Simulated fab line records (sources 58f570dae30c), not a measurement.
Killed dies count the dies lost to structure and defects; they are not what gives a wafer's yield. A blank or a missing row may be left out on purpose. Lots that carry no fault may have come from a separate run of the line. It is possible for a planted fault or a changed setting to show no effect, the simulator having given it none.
Matching of chambers || flow berkeleyCmos170 || UCB170_V1_CMP_02 on cmp-01: 4 sister chambers
The step polishes SiO2. 16 wafers are shown with their chamber, then 8 later ones without.

WAFERS, EACH WITH ITS CHAMBER
{"wafer": "L879.4", "chamber": 1, "motorCurrentA (A)": 16.8}
{"wafer": "L879.5", "chamber": 3, "motorCurrentA (A)": 18.0}
{"wafer": "L879.6", "chamber": 2, "motorCurrentA (A)": 17.5}
{"wafer": "L877.3", "chamber": 1, "motorCurrentA (A)": 17.7}
{"wafer": "L877.5", "chamber": 3, "motorCurrentA (A)": 18.5}
{"wafer": "L877.6", "chamber": 2, "motorCurrentA (A)": 17.4}
{"wafer": "L881.1", "chamber": 2, "motorCurrentA (A)": 16.5}
{"wafer": "L881.2", "chamber": 3, "motorCurrentA (A)": 18.8}
{"wafer": "L881.5", "chamber": 0, "motorCurrentA (A)": 14.8}
{"wafer": "L886.2", "chamber": 0, "motorCurrentA (A)": 14.7}
{"wafer": "L886.4", "chamber": 3, "motorCurrentA (A)": 17.1}
{"wafer": "L886.5", "chamber": 2, "motorCurrentA (A)": 17.0}
{"wafer": "L891.3", "chamber": 0, "motorCurrentA (A)": 14.9}
{"wafer": "L891.4", "chamber": 2, "motorCurrentA (A)": 17.2}
{"wafer": "L891.6", "chamber": 3, "motorCurrentA (A)": 18.2}
{"wafer": "L894.2", "chamber": 2, "motorCurrentA (A)": 17.8}

SIGNATURES (means of the wafers above)
{"reading": "motorCurrentA", "chamber 0": 14.800, "chamber 1": 17.250, "chamber 2": 17.233, "chamber 3": 18.120, "scatter within a chamber": 0.509}
Rule: a wafer's distance from a chamber is the root of the sum, over the readings, of the square of ((its reading less the chamber's mean) divided by the reading's scatter). The wafer belongs to the nearest chamber; if the next one is less than 2 further off, it can't be placed. The scatter: take each reading less its chamber's mean, square it, sum over the shown wafers, divide by the number of wafers less the number of chambers, and take the root.

WAFERS WITH NO CHAMBER GIVEN
{"wafer": "L894.3", "motorCurrentA (A)": 14.9}
{"wafer": "L894.5", "motorCurrentA (A)": 18.0}
{"wafer": "L896.4", "motorCurrentA (A)": 15.3}
{"wafer": "L896.5", "motorCurrentA (A)": 18.3}
{"wafer": "L896.6", "motorCurrentA (A)": 14.8}
{"wafer": "L899.1", "motorCurrentA (A)": 17.6}
{"wafer": "L899.2", "motorCurrentA (A)": 14.5}
{"wafer": "L899.4", "motorCurrentA (A)": 16.8}

CHAMBER TAKEN BY EACH
{"wafer": "L894.3", "from the rows above": 0, "in truth": 0}
{"wafer": "L894.5", "from the rows above": "can't be placed: 3 or 1 or 2", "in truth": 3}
{"wafer": "L896.4", "from the rows above": 0, "in truth": 0}
{"wafer": "L896.5", "from the rows above": "can't be placed: 3 or 1 or 2", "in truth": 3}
{"wafer": "L896.6", "from the rows above": 0, "in truth": 0}
{"wafer": "L899.1", "from the rows above": "can't be placed: 1 or 2 or 3", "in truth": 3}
{"wafer": "L899.2", "from the rows above": 0, "in truth": 0}
{"wafer": "L899.4", "from the rows above": "can't be placed: 2 or 1 or 3", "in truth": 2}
Correctly placed: 4 of 8. Not placeable from these rows: 4 (in 4, the candidates include the true chamber). Placed wrongly: 0.
